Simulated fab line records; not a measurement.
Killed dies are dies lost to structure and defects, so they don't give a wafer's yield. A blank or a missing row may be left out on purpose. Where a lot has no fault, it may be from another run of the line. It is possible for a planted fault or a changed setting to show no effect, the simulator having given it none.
The tool behind it: which one? | flow rit_cmos | 21 wafers from 7 lots sampled at 2 of the route's 202 steps

## WHAT EACH GAUGE READ, for each wafer
RIT_SDANNEAL_RS_MEAS_05: the measuring method here is four-point-probe.
lot  | measured    | on            | NSD_RS (ohm/sq)
L712 | day 3 10:47 | film_metro-01 | 84.72 84.70 84.37
L715 | day 3 22:37 | film_metro-01 | 84.16 84.56 84.42
L719 | day 4 20:41 | film_metro-01 | 84.43 84.42 84.88
L722 | day 5 10:07 | film_metro-03 | 84.64 84.47 84.63
L724 | day 5 19:52 | film_metro-01 | 84.66 84.83 85.05
L731 | day 7 14:56 | film_metro-03 | 84.87 84.72 84.80
L734 | day 8 07:26 | film_metro-04 | 84.36 84.23 84.23

## WHICH TOOL RAN EACH LOT (tool, then ch and the chambers of the sampled wafers, then the start)
lot  | RIT_NSD_IMPLANT_08
L712 | implanter-01 ch 0, day 3 08:10
L715 | implanter-01 ch 0, day 3 19:55
L719 | implanter-03 ch 0, day 4 18:13
L722 | implanter-03 ch 0, day 5 07:39
L724 | implanter-03 ch 0, day 5 17:29
L731 | implanter-03 ch 0, day 7 12:28
L734 | implanter-01 ch 0, day 8 04:56
- RIT_NSD_IMPLANT_08

## THE ANSWER, worked out from the rows above alone
Rule: the usual values come from the lots themselves. The widest of any qualifying gaps counts: lots, ordered by their means at a reading, are off when they make up no more than a third of the lots, leave a main group of 4 or more, and stand apart from it by 3 or more times the standard deviation of that group's means. Not used: any main group whose means are identical at the precision the tables above print for the reading. Also off: a lot with no number at a reading for which 4 or more lots have one. Where the step has rows for the other lots, those lots are counted as sound.
No lot is off at any reading shown: from this, nothing can be told.

## WHAT HAD BEEN PUT IN BY THE SIMULATOR
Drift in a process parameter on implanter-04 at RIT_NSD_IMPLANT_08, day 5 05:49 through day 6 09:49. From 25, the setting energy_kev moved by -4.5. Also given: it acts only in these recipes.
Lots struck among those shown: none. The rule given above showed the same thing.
